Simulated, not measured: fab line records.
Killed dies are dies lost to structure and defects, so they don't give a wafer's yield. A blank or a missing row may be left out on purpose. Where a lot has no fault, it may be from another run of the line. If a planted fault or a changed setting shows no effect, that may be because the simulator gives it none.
What tool caused it?    flow berkeley cmos170    42 wafers from 14 lots sampled at 4 of the route's 331 steps

== WHAT THE GAUGES READ, wafer by wafer ==
UCB170_ACTIVE_CD_MEAS_13 targets a cd of 1200 nm. Usual: cd nm at 1200.3 nm, with a standard deviation of 1.5.
lot   measured     on         cd nm (nm)            flag
L381  day 5 02:46  cd sem-02  1199.2 1200.5 1199.6  
L382  day 5 17:47  cd sem-02  1198.8 1199.7 1198.2  
L386  day 6 03:47  cd sem-02  1200.3 1200.8 1199.5  
L384  day 6 03:53  cd sem-02  1200.3 1200.4 1198.9  
L390  day 7 00:44  cd sem-02  1203.7 1203.9 1202.9  
L392  day 7 00:59  cd sem-02  1199.9 1200.7 1202.0  
L387  day 7 01:04  cd sem-01  1201.9 1200.9 1202.4  
L391  day 7 02:02  cd sem-02  1199.9 1200.7 1200.2  
L394  day 7 14:46  cd sem-02  1198.5 1199.1 1198.5  
L393  day 7 15:04  cd sem-02  1201.6 1200.8 1200.5  
L395  day 8 01:55  cd sem-02  1201.8 1202.6 1202.0  
L396  day 8 02:16  cd sem-02  1200.5 1201.7 1201.4  
L403  day 9 11:40  cd sem-02  1199.2 1199.4 1199.9  
L404  day 9 16:47  cd sem-01  1201.3 1200.1 1201.1  

UCB170_ACTIVE_CD_MEAS_90 targets a cd of 1200 nm. Usual: cd nm at 1200.4 nm, with a standard deviation of 1.4.
lot   measured     on         cd nm (nm)            flag
L381  day 5 03:08  cd sem-02  1199.6 1200.7 1199.4  
L382  day 5 18:08  cd sem-02  1198.7 1199.4 1198.1  
L386  day 6 04:14  cd sem-01  1200.6 1201.2 1199.7  
L384  day 6 04:19  cd sem-01  1200.4 1200.9 1199.2  
L390  day 7 01:06  cd sem-02  1204.0 1203.7 1202.7  
L392  day 7 01:20  cd sem-01  1200.4 1200.7 1202.1  
L387  day 7 01:25  cd sem-02  1201.7 1201.0 1202.2  
L391  day 7 02:24  cd sem-02  1199.5 1201.0 1200.4  
L394  day 7 15:07  cd sem-01  1198.6 1199.5 1198.1  
L393  day 7 15:25  cd sem-02  1201.7 1200.7 1200.6  
L395  day 8 02:19  cd sem-01  1201.7 1202.3 1202.1  
L396  day 8 02:43  cd sem-02  1200.7 1202.0 1201.9  
L403  day 9 12:16  cd sem-02  1199.8 1199.2 1200.0  
L404  day 9 17:08  cd sem-01  1200.9 1200.6 1200.9  

UCB170_SCREENOX_THK_MEAS_02. Usual: SCREENOX_OXIDE_THK 14.33 nm, standard deviation 0.2.
lot   measured      on             SCREENOX_OXIDE_THK (nm)  flag
L381  day 6 11:10   film metro-01  14.31 14.19 14.40        
L382  day 6 22:24   film metro-02  14.38 14.17 14.15        
L386  day 7 06:49   film metro-03  14.25 14.24 14.46        
L384  day 7 06:51   film metro-03  14.66 14.67 14.31        
L390  day 8 04:08   film metro-02  14.27 14.02 14.45        
L392  day 8 04:05   film metro-01  14.29 14.21 14.34        
L387  day 8 04:09   film metro-03  14.52 14.62 14.46        
L393  day 8 21:56   film metro-03  14.22 14.17 14.30        
L395  day 9 11:14   film metro-03  14.25 14.33 14.51        
L396  day 9 11:11   film metro-03  14.52 14.74 14.60        
L403  day 10 17:56  film metro-01  14.54 14.28 14.30        
L404  day 11 00:56  film metro-01  14.49 14.55 14.48        

== WHAT TOOL EACH LOT RAN ON (gives the tool, then ch and the chambers of the sampled wafers, and finally the start) ==
lot   UCB170_ACTIVE_STRIP_16
L381  plasma asher-01 ch 0,1, day 5 03:01
L382  plasma asher-01 ch 0,1, day 5 18:02
L386  plasma asher-02 ch 0,1, day 6 04:02
L384  plasma asher-03 ch 0,1, day 6 04:08
L390  plasma asher-03 ch 0,1, day 7 01:00
L392  plasma asher-02 ch 0,1, day 7 01:13
L387  plasma asher-01 ch 0,1, day 7 01:19
L391  plasma asher-01 ch 1, day 7 02:17
L394  plasma asher-01 ch 0,1, day 7 15:01
L393  plasma asher-01 ch 0,1, day 7 15:17
L395  plasma asher-03 ch 0,1, day 8 02:11
L396  plasma asher-02 ch 0,1, day 8 02:31
L403  plasma asher-01 ch 0,1, day 9 11:55
L404  plasma asher-03 ch 0,1, day 9 17:01
- UCB170_ACTIVE_STRIP_16: strips in O2.

== AS READ BY THE TOOLS THEMSELVES (means over the sampled wafers that have a number; for cases with no such wafer, the mark the record gives instead) ==
UCB170_ACTIVE_STRIP_16. Usual: chamber pressure mTorr 3500 mTorr, standard deviation 3.4; drypump motor current A 6.1 A, standard deviation 0.33; oes product au 0.721 a.u., standard deviation 0.0042; strip time to endpoint s 18.15 s, standard deviation 0.066.
lot   tool             chamber pressure mTorr (mTorr)  drypump motor current A (A)  oes product au (a.u.)  strip time to endpoint s (s)  flag
L381  plasma asher-01  3501                            5.9                          0.718                  18.12                         
L382  plasma asher-01  3503                            5.9                          0.716                  18.28                         
L386  plasma asher-02  3499                            6.2                          0.722                  18.16                         
L384  plasma asher-03  3499                            5.9                          0.722                  18.08                         
L390  plasma asher-03  3497                            5.9                          0.716                  18.14                         
L392  plasma asher-02  3503                            6.3                          0.723                  18.14                         
L387  plasma asher-01  3503                            5.9                          0.720                  18.10                         
L391  plasma asher-01  -                               -                            -                      -                             OFF
L394  plasma asher-01  -                               -                            -                      -                             OFF
L393  plasma asher-01  3502                            6.2                          0.724                  18.20                         
L395  plasma asher-03  3503                            6.1                          0.723                  18.09                         
L396  plasma asher-02  3500                            6.3                          0.722                  18.22                         
L403  plasma asher-01  3502                            6.1                          0.720                  18.14                         
L404  plasma asher-03  3502                            5.9                          0.717                  18.17                         

== THE ANSWER, worked out from the rows above alone ==
Rule: a lot is off if the mean of its wafers that have a number lies more than 3 standard deviations from the usual mean. A lot without any number at a reading at which 4 lots or more have one is off too. Any other lot the step has rows for is counted as sound. After the gauges, taken in route order, come the tools' own readings; for these a lot's mean is taken, as printed above. The first step at which some lot is off is used, and at that step the reading that is off furthest; a lot without a number counts as furthest.
Off, at UCB170_ACTIVE_STRIP_16 on chamber pressure mTorr: L391, L394. Without a number there: L391, L394.
If a tool, at that step or one of the process steps before it, ran each lot that is off and ran no sound lot following the first of them, it fits. Not one of the candidates tried fits.

== WHAT THE SIMULATOR HAD INSERTED ==
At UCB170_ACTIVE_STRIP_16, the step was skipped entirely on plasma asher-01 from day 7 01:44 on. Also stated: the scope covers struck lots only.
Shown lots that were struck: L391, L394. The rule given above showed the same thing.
